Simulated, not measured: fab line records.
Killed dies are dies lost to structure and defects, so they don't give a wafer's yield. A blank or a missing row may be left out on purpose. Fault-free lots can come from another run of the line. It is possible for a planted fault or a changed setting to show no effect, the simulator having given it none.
fab line records	flow berkeley_cmos170
record lots=7	wafers=21	last_day=10
route steps=331 shown CONTACT@221
lots with no fault: from the same line, run without faults
start_h: hours from the record's opening day to when the first of the lot's shown wafers began	wait_h: how many hours have passed since the lot's step before this one	" repeats the value in the row above	L1.1+2: several wafers, shown together as one row	- value missing, or start not given	* or withheld: withheld	< > ~ a bound
route shown NAME@n: names a module that has steps shown in the file, with the first one's number in the route	usual: average and standard deviation across the fault-free wafers	same: alike in all rows	chamber/n: place in a boat	sites: readings site by site	_std_site: the standard deviation of these	_edge_site: outer sites' mean less inner sites'	radius_mm: how far each site lies from the wafer's centre	mask NAME#n: copy n	behind: the tool/chamber that last shaped the wafer	hold: the reason the lot was held/the length of the hold in hours/how it ended	device: whichever transistor did not switch (one of n, p or np)	end of line: tests of these same wafers at the route's end	for a step that has no rows: nothing shown but its recipe	killed: dies that structure and defects cost at the first sort, which is not the same as the wafer's yield	map: shows each die of a wafer: x if killed, . if not, _ if none is there
set.NAME: the setting that was run; set.NAME@STEP: the one run at that earlier step	model.NAME: the simulator's own value behind a step, which no gauge read
certain route steps with their lots: each step a table, each wafer a row
services: the hour from which a tool's chamber was out of use, counted from the record's first day as start_h (under 0 if before that day), plus the number of hours and why
## steps
# step UCB170_CONTACT_SOFTBAKE_05
# recipe resist=KrF	temp_c=130	time_s=60
# step UCB170_CONTACT_STRIP_06
# recipe chemistry=O2	power_w=400	pressure_mtorr=3500	platen_temp_c=withheld	o2_flow_sccm=400	overash_fraction=0.5
# usual drypump_motor_current_A=5.7/0.34	oes_product_au=0.734/0.0048	strip_time_to_endpoint_s=21.99/0.072
# same overash_fraction=0.5
lot.wafer	tool	chamber	start_h	wait_h	drypump_motor_current_A	oes_product_au	rf_hours_counter_h	strip_time_to_endpoint_s
L615.3	plasma_asher-03	0	160.52	0.1	5.1	0.729	-	22.05
L615.5	"	0	"	"	5.1	0.735	-	22.10
L615.6	"	1	"	"	5.9	0.733	-	22.12
L616.2	plasma_asher-02	0	170.44	0.1	5.7	0.729	48	22.02
L616.3	"	1	"	"	6.0	0.733	-	22.02
L616.5	"	0	"	"	5.7	0.732	-	22.05
L617.1	plasma_asher-02	0	171.59	0.1	5.7	0.734	49	22.11
L617.4	"	1	"	"	6.0	0.737	-	22.11
L617.6	"	1	"	"	6.0	0.740	-	22.12
L619.1	plasma_asher-01	1	171.59	0.1	6.0	0.734	36	21.99
L619.5	"	1	"	"	6.0	0.731	-	22.00
L619.6	"	0	"	"	5.5	0.740	-	21.85
L623.4	plasma_asher-03	0	182.50	0.1	5.1	0.728	-	21.86
L623.5	"	1	"	"	5.9	0.726	-	21.93
L623.6	"	0	"	"	5.0	0.736	-	21.94
L625.3	plasma_asher-01	1	204.47	0.1	6.0	0.725	-	21.99
L625.4	"	0	"	"	5.6	0.732	-	22.02
L625.6	"	1	"	"	6.0	0.738	-	21.99
L629.2	plasma_asher-02	1	218.30	0.1	6.0	0.737	54	21.81
L629.3	"	1	"	"	6.0	0.716	-	21.79
L629.4	"	0	"	"	5.7	0.737	-	21.80
# step UCB170_CONTACT_CLEAN_07
# recipe chemistry=SPM	temp_c=120	time_s=600
# step UCB170_CONTACT_RTA_08
# recipe temp_c=900	time_s=10	ambient=N2
# usual lamp_power_pct=26.4/1.5	wafer_temp_C_max=904.1/0.75
lot.wafer	tool	chamber	start_h	wait_h	lamp_power_pct	wafer_temp_C_max
L615.3	rtp_anneal-02	0	161.30	0.0	27.8	904.1
L615.5	"	0	"	"	27.8	903.8
L615.6	"	0	"	"	27.9	903.9
L617.1	rtp_anneal-02	0	173.58	0.0	27.8	905.3
L617.4	"	0	"	"	27.9	903.6
L617.6	"	0	"	"	27.9	904.9
L616.2	rtp_anneal-01	0	173.59	0.0	24.8	903.8
L616.3	"	0	"	"	24.8	903.9
L616.5	"	0	"	"	24.8	903.7
L619.1	rtp_anneal-01	0	173.65	0.1	24.8	903.6
L619.5	"	0	"	"	24.8	903.7
L619.6	"	0	"	"	24.8	903.8
L623.4	rtp_anneal-01	0	182.77	0.0	24.8	904.8
L623.5	"	0	"	"	24.7	903.8
L623.6	"	0	"	"	24.8	903.6
L625.3	rtp_anneal-02	0	204.76	0.0	27.9	903.7
L625.4	"	0	"	"	27.9	904.2
L625.6	"	0	"	"	27.9	904.4
L629.2	rtp_anneal-02	0	219.00	0.0	27.9	905.4
L629.3	"	0	"	"	27.9	904.0
L629.4	"	0	"	"	27.8	904.8
# step UCB170_CONTACT_COAT_09
# recipe resist=BARC	temp_c=withheld	time_s=withheld	spin_rpm=3000	resist_thk_nm=withheld
# step UCB170_CONTACT_COAT_10
# recipe resist=KrF	spin_rpm=1500	resist_thk_nm=900
# step UCB170_CONTACT_SOFTBAKE_11
# recipe resist=KrF	temp_c=130	time_s=60
# step UCB170_CONTACT_EXPOSE_12
# recipe mask_id=CONT	target_cd_nm=700	na=0.5	sigma_outer=0.6	source_shape=conventional	dose_mj=35.23
# step UCB170_CONTACT_PEB_13
# recipe peb_temp_c=130	peb_time_s=withheld	resist=KrF
# step UCB170_CONTACT_DEVELOP_14
# recipe developer=TMAH	develop_time_s=45	resist=KrF	dev_temp_c=21
# step UCB170_CONTACT_CD_MEAS_15
# recipe target_cd_nm=700
# usual cd_nm=700.1/1.4
lot.wafer	tool	chamber	start_h	wait_h	cd_nm
L615.3	cd_sem-02	-	163.37	-	700.8
L615.5	"	-	"	"	702.0
L615.6	"	-	"	"	700.9
L617.1	cd_sem-01	-	175.72	-	699.1
L617.4	"	-	"	"	698.5
L617.6	"	-	"	"	699.1
L616.2	cd_sem-02	-	175.74	-	702.1
L616.3	"	-	"	"	701.7
L616.5	"	-	"	"	701.6
L619.1	cd_sem-02	-	176.27	-	702.8
L619.5	"	-	"	"	702.4
L619.6	"	-	"	"	702.6
L623.4	cd_sem-01	-	184.21	-	698.6
L623.5	"	-	"	"	700.2
L623.6	"	-	"	"	698.4
L625.3	cd_sem-01	-	205.81	-	701.4
L625.4	"	-	"	"	701.2
L625.6	"	-	"	"	699.7
L629.2	cd_sem-01	-	220.23	-	703.7
L629.3	"	-	"	"	701.9
L629.4	"	-	"	"	701.4
# step UCB170_CONTACT_OVL_MEAS_16
# usual CONTACT_OVL=1/5.5
lot.wafer	tool	chamber	start_h	wait_h	CONTACT_OVL[nm]
L615.3	overlay-02	-	163.46	0.1	0
L615.5	"	-	"	"	-10
L615.6	"	-	"	"	-3
L617.1	overlay-01	-	175.84	0.1	2
L617.4	"	-	"	"	1
L617.6	"	-	"	"	2
L616.2	overlay-02	-	175.85	0.1	4
L616.3	"	-	"	"	-3
L616.5	"	-	"	"	0
L619.1	overlay-01	-	176.39	0.1	-6
L619.5	"	-	"	"	1
L619.6	"	-	"	"	-1
L623.4	overlay-02	-	184.29	0.1	2
L623.5	"	-	"	"	4
L623.6	"	-	"	"	14
L625.3	overlay-02	-	205.91	0.1	8
L625.4	"	-	"	"	7
L625.6	"	-	"	"	3
L629.2	overlay-01	-	220.34	0.1	2
L629.3	"	-	"	"	5
L629.4	"	-	"	"	1
# step UCB170_CONTACT_ETCH_17
# recipe chemistry=N2/H2	target_depth_a=withheld	overetch_a=withheld	target=BARC	time_s=withheld	source_w=500	bias_w=100	pressure_mtorr=30	n2_flow_sccm=100	h2_flow_sccm=200
# usual bias_w=100.0/0.31	chamber_pressure_mTorr=29.998/0.029	drypump_motor_current_A=5.6/0.39	oes_product_au=1.013/0.025	throttle_valve_pct=13.26/0.19
lot.wafer	tool	chamber	start_h	wait_h	bias_w	chamber_pressure_mTorr	drypump_motor_current_A	oes_product_au	throttle_valve_pct
L615.3	rie_diel-04	2	163.48	0.0	99.8	29.980	6.4	1.036	13.00
L615.5	"	0	"	"	99.9	29.985	5.5	1.044	13.63
L615.6	"	3	"	"	99.7	30.041	5.9	1.055	13.22
L616.2	rie_diel-02	0	175.88	0.0	-	-	-	-	-
L616.3	"	2	"	"	-	-	-	-	-
L616.5	"	0	"	"	-	-	-	-	-
L617.1	rie_diel-04	2	175.88	0.0	-	-	-	-	-
L617.4	"	0	"	"	-	-	-	-	-
L617.6	"	1	"	"	-	-	-	-	-
L619.1	rie_diel-02	0	176.43	0.0	-	-	-	-	-
L619.5	"	1	"	"	-	-	-	-	-
L619.6	"	2	"	"	-	-	-	-	-
L623.4	rie_diel-02	1	184.31	0.0	100.2	30.000	5.4	1.003	13.06
L623.5	"	0	"	"	100.3	29.955	5.2	1.009	13.41
L623.6	"	3	"	"	100.5	29.984	5.7	0.993	13.23
L625.3	rie_diel-04	3	205.93	0.0	99.9	30.020	5.8	1.048	13.23
L625.4	"	2	"	"	100.0	30.006	6.4	1.038	13.02
L625.6	"	2	"	"	100.0	30.010	6.4	1.035	13.02
L629.2	rie_diel-04	3	220.37	0.0	100.0	29.953	5.8	1.054	13.25
L629.3	"	0	"	"	99.9	29.966	5.5	1.054	13.63
L629.4	"	2	"	"	99.9	29.990	6.3	1.040	13.00
# step UCB170_CONTACT_ETCH_18
# recipe chemistry=CHF3/CF4/Ar	target=PSG	stop_on=TiSi2	CHF3_flow_sccm=45	cf4_flow_sccm=15	Ar_flow_sccm=150	pressure_mtorr=200	rf_w=700	target_depth_a=8400	over_etch_frac=0.2	time_s=195
# usual CHF3_flow_sccm=44.98/0.13	cf4_flow_sccm=15.00/0.049	drypump_motor_current_A=5.6/0.39	mfc_ar_sccm=150.0/0.41	oes_product_au=0.902/0.014	throttle_valve_pct=6.88/0.12
lot.wafer	tool	chamber	start_h	wait_h	CHF3_flow_sccm	cf4_flow_sccm	drypump_motor_current_A	mfc_ar_sccm	oes_product_au	rf_hours_counter_h	throttle_valve_pct
L615.3	rie_diel-04	2	-	-	45.06	14.95	6.3	149.9	0.923	119	6.73
L615.5	"	0	"	"	45.00	15.00	5.6	149.8	0.925	-	7.11
L615.6	"	3	"	"	44.82	15.03	5.8	149.7	0.907	-	6.90
L616.2	rie_diel-02	0	-	-	45.00	15.05	5.2	150.1	0.379	148	6.95
L616.3	"	2	"	"	45.18	15.07	5.7	150.2	0.382	83	6.99
L616.5	"	0	"	"	44.94	15.02	5.2	150.4	0.375	-	6.96
L617.1	rie_diel-04	2	-	-	44.86	15.20	6.3	150.1	0.381	119	6.75
L617.4	"	0	"	"	44.86	15.05	5.5	149.5	0.391	95	7.12
L617.6	"	1	"	"	45.29	14.98	5.2	150.0	0.372	-	6.96
L619.1	rie_diel-02	0	-	-	45.09	15.10	5.2	150.1	0.379	148	6.97
L619.5	"	1	"	"	44.97	15.00	5.4	150.5	0.382	-	6.78
L619.6	"	2	"	"	45.07	14.98	5.7	150.1	0.384	-	6.98
L623.4	rie_diel-02	1	-	-	44.99	15.02	5.4	149.8	0.903	79	6.77
L623.5	"	0	"	"	45.08	14.97	5.2	150.4	0.913	-	6.97
L623.6	"	3	"	"	44.85	14.98	5.6	149.2	0.895	-	6.86
L625.3	rie_diel-04	3	-	-	45.02	14.95	5.9	149.7	0.891	45	6.89
L625.4	"	2	"	"	45.19	15.06	6.3	149.9	0.911	121	6.76
L625.6	"	2	"	"	45.06	14.97	6.4	150.5	0.909	-	6.74
L629.2	rie_diel-04	3	-	-	45.04	15.02	5.8	149.5	0.905	46	6.91
L629.3	"	0	"	"	45.06	15.02	5.6	149.8	0.921	97	7.11
L629.4	"	2	"	"	44.85	14.96	6.3	150.2	0.917	122	6.73
# step UCB170_CONTACT_STRIP_19
# recipe chemistry=O2	power_w=400	pressure_mtorr=3500	platen_temp_c=withheld	o2_flow_sccm=400	overash_fraction=0.5
# usual drypump_motor_current_A=5.7/0.32	oes_product_au=0.726/0.0049
# same overash_fraction=0.5
lot.wafer	tool	chamber	start_h	wait_h	drypump_motor_current_A	oes_product_au	rf_hours_counter_h
L615.3	plasma_asher-02	1	163.68	-	6.0	0.725	-
L615.5	"	1	"	"	6.0	0.724	-
L615.6	"	0	"	"	5.7	0.727	-
L616.2	plasma_asher-01	0	176.05	-	5.5	0.725	36
L616.3	"	0	"	"	5.5	0.725	-
L616.5	"	0	"	"	5.6	0.723	-
L617.1	plasma_asher-02	0	176.05	-	5.7	0.733	49
L617.4	"	0	"	"	5.7	0.729	-
L617.6	"	0	"	"	5.7	0.731	-
L619.1	plasma_asher-02	0	176.60	-	5.7	0.728	49
L619.5	"	1	"	"	6.0	0.725	-
L619.6	"	0	"	"	5.7	0.722	-
L623.4	plasma_asher-03	1	184.51	-	5.9	0.722	-
L623.5	"	1	"	"	5.9	0.728	-
L623.6	"	0	"	"	5.1	0.721	-
L625.3	plasma_asher-03	0	206.13	-	5.1	0.726	-
L625.4	"	1	"	"	5.9	0.720	-
L625.6	"	0	"	"	5.1	0.734	-
L629.2	plasma_asher-01	1	220.54	-	6.0	0.735	41
L629.3	"	1	"	"	6.0	0.731	-
L629.4	"	0	"	"	5.6	0.725	-
# step UCB170_CONTACT_CD_MEAS_90
# recipe target_cd_nm=700
# usual cd_nm=700.4/1.6
lot.wafer	tool	chamber	start_h	wait_h	cd_nm
L615.3	cd_sem-01	-	163.79	0.1	701.2
L615.5	"	-	"	"	702.3
L615.6	"	-	"	"	701.1
L616.2	cd_sem-02	-	176.17	0.1	-
L616.3	"	-	"	"	-
L616.5	"	-	"	"	-
L617.1	cd_sem-01	-	176.23	0.1	-
L617.4	"	-	"	"	-
L617.6	"	-	"	"	-
L619.1	cd_sem-01	-	176.71	0.1	-
L619.5	"	-	"	"	-
L619.6	"	-	"	"	-
L623.4	cd_sem-01	-	184.63	0.1	701.1
L623.5	"	-	"	"	701.4
L623.6	"	-	"	"	700.1
L625.3	cd_sem-01	-	206.24	0.1	700.8
L625.4	"	-	"	"	700.8
L625.6	"	-	"	"	699.7
L629.2	cd_sem-01	-	220.66	0.1	702.5
L629.3	"	-	"	"	701.7
L629.4	"	-	"	"	701.6
# step UCB170_CONTACT_CLEAN_20
# recipe chemistry=SPM	temp_c=120	time_s=600
## services
tool	chamber	start_h	hours	kind
plasma_asher-03	-	150.77	2.4	repair
rtp_anneal-02	-	177.51	6.3	pm
rie_diel-02	0	186.63	-	clean
rie_diel-02	0	186.63	22.8	scheduled_down
rie_diel-02	0	186.63	22.8	vent_cycle
## key
first_sign step=UCB170_CONTACT_ETCH_17	reading=tool_record	direction=missing
effect step=UCB170_CONTACT_ETCH_18	reading=oes_product_au	direction=down	sigmas=37	usual=0.902	struck=0.381
effect step=UCB170_CONTACT_CD_MEAS_90	reading=cd_nm	direction=missing
met_at UCB170_CONTACT_ETCH_17
struck_wafers L616.2,L616.3,L616.5,L617.1,L617.4,L617.6,L619.1,L619.5,L619.6
later_rows_left_out L616.2,L616.3,L616.5,L617.1,L617.4,L617.6,L619.1,L619.5,L619.6
sort_left_out L616.2,L616.3,L616.5,L617.1,L617.4,L617.6,L619.1,L619.5,L619.6
tester_left_out L616,L617,L619
onset_between 163.48 175.88
fault kind=skipped_step_whole	tool=rie_diel-02,rie_diel-04	chamber=-	onset_h=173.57	steps=UCB170_CONTACT_ETCH_17	scope=struck_lots_only
# tester_left_out: of these lots the tester's yield and bins aren't shown, on N5 and GAA mostly nor the transistor test; their killed dies are dies lost to structure and defects alone, not to doping, threshold or leakage, so they don't give the yield
# sort_left_out: the simulated sort isn't trusted on such a fault, so these wafers' sort isn't shown, and their yield isn't known
# later_rows_left_out: the simulator's readings of these wafers behind a module that went badly wrong aren't trusted and aren't shown, but for the sort
